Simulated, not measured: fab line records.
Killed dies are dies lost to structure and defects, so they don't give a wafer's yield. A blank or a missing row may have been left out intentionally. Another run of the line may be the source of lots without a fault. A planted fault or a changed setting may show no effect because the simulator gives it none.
Which of the tools did it?    flow berkeley cmos170    7 lots, 21 wafers sampled, at 2 steps of a route of 331

WHAT EACH GAUGE READ, for each wafer
UCB170_ACTIVE_THK_MEAS_03.
lot   measured     on             ACTIVE_OXIDE_THK (nm)
L177  day 4 00:26  film metro-02  26.4 26.3 26.4
L181  day 5 00:52  film metro-02  23.2 23.6 23.7
L184  day 5 14:10  film metro-04  25.9 26.0 25.8
L188  day 6 17:28  film metro-02  25.9 26.4 26.3
L195  day 7 22:20  film metro-02  26.3 26.1 26.1
L197  day 8 10:17  film metro-04  27.1 27.7 27.0
L199  day 8 15:14  film metro-02  26.3 26.0 26.3

EACH LOT AND THE TOOL THAT RAN IT (in order: tool; ch and the chambers of the sampled wafers; start)
lot   UCB170_ACTIVE_OXIDATION_02
L177  furnace-04 ch 0, day 3 23:02
L181  furnace-04 ch 0, day 4 23:31
L184  furnace-02 ch 0, day 5 12:49
L188  furnace-02 ch 0, day 6 16:05
L195  furnace-02 ch 0, day 7 20:59
L197  furnace-01 ch 0, day 8 08:56
L199  furnace-04 ch 0, day 8 13:52
- UCB170_ACTIVE_OXIDATION_02: target thk 26.4 nm, ox time 1260 s.

THE ANSWER, worked out from the rows above alone
Rule: usual is defined by the lots themselves. The widest of any qualifying gaps counts: lots, ordered by their means at a reading, are off when they make up no more than a third of the lots, leave a main group of 4 or more, and stand apart from it by 3 or more times the standard deviation of that group's means. If all means in a main group match to the digits the tables above print for the reading, that group is not used. A lot without any number at a reading at which 4 lots or more have one is off too. All remaining lots with rows at the step are treated as sound.
Off: at UCB170_ACTIVE_THK_MEAS_03 (ACTIVE_OXIDE_THK), L181. For the main group the mean is 26.4 nm and the standard deviation 0.43.
A tool fits if, at a process step before that reading, it ran every lot that is off, and no sound lot after the first of them. Those tools and the gauges at UCB170_ACTIVE_THK_MEAS_03 are tried in the same way. Of those tried, none fits.

WHAT THE SIMULATOR HAD INSERTED
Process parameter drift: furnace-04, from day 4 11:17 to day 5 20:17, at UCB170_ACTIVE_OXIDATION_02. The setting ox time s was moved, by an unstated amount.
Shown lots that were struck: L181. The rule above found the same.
